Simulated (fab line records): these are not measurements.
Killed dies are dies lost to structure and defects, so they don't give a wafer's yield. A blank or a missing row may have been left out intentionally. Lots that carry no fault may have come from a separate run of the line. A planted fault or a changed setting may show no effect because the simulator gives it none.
Which of the tools did it? ; flow berkeley_cmos170 ; 21 wafers from 7 lots sampled at 3 of the route's 331 steps

WHAT THE GAUGES SHOWED, per wafer
UCB170_NWELL_TW_MEAS_16.
lot;measured;on;NWELL_TW
L648;day 3 00:14;film_metro-04;1230 1228 1229
L651;day 3 18:01;film_metro-01;1256 1248 1251
L655;day 4 05:11;film_metro-01;1450 1448 1446 1450 1451 1452
L660;day 5 08:40;film_metro-03;1253 1250 1256
L662;day 5 23:57;film_metro-03;1250 1253 1251
L666;day 6 17:16;film_metro-01;1255 1253 1251
L667;day 7 00:40;film_metro-04;1231 1237 1237

EACH LOT AND THE TOOL THAT RAN IT (in order: tool; ch and the chambers of the sampled wafers; start)
lot;UCB170_NWELL_IMPLANT_14;UCB170_NWELL_STRIP_15
L648;implanter-02 ch 0, day 2 23:59;plasma_asher-01 ch 0,1, day 3 00:08
L651;implanter-02 ch 0, day 3 17:46;plasma_asher-01 ch 0,1, day 3 17:55
L655;implanter-04 ch 0, day 4 04:56;plasma_asher-02 ch 0,1, day 4 05:05
L660;implanter-03 ch 0, day 5 08:25;plasma_asher-01 ch 0,1, day 5 08:34
L662;implanter-03 ch 0, day 5 23:43;plasma_asher-04 ch 0,1, day 5 23:50
L666;implanter-03 ch 0, day 6 17:02;plasma_asher-04 ch 0,1, day 6 17:09
L667;implanter-03 ch 0, day 7 00:26;plasma_asher-02 ch 0,1, day 7 00:35
- UCB170_NWELL_IMPLANT_14
- UCB170_NWELL_STRIP_15: strips in O2.

THE ANSWER, worked out from the rows above alone
Rule: the lots themselves supply what counts as usual. The widest of any qualifying gaps counts: lots, ordered by their means at a reading, are off when they make up no more than a third of the lots, leave a main group of 4 or more, and stand apart from it by 3 or more times the standard deviation of that group's means. Not used: any main group whose means are identical at the precision the tables above print for the reading. A lot without any number at a reading at which 4 lots or more have one is off too. All remaining lots with rows at the step are treated as sound.
Off: L655, at UCB170_NWELL_TW_MEAS_16 (NWELL_TW). Mean 1246 and standard deviation 9.7 in the main group.
A tool fits if, at a process step before that reading, it ran every lot that is off, and no sound lot after the first of them. The gauges at UCB170_NWELL_TW_MEAS_16 are tried like those tools. One fits: implanter-04 at UCB170_NWELL_IMPLANT_14. It ran no sound lot before its first lot that is off in this sample, so the start can't be narrowed down.

WHAT THE SIMULATOR PUT IN
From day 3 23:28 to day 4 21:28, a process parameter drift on implanter-04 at UCB170_NWELL_IMPLANT_14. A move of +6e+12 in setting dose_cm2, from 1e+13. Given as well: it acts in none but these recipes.
Lots struck among those shown: L655. Same finding as the rule above.
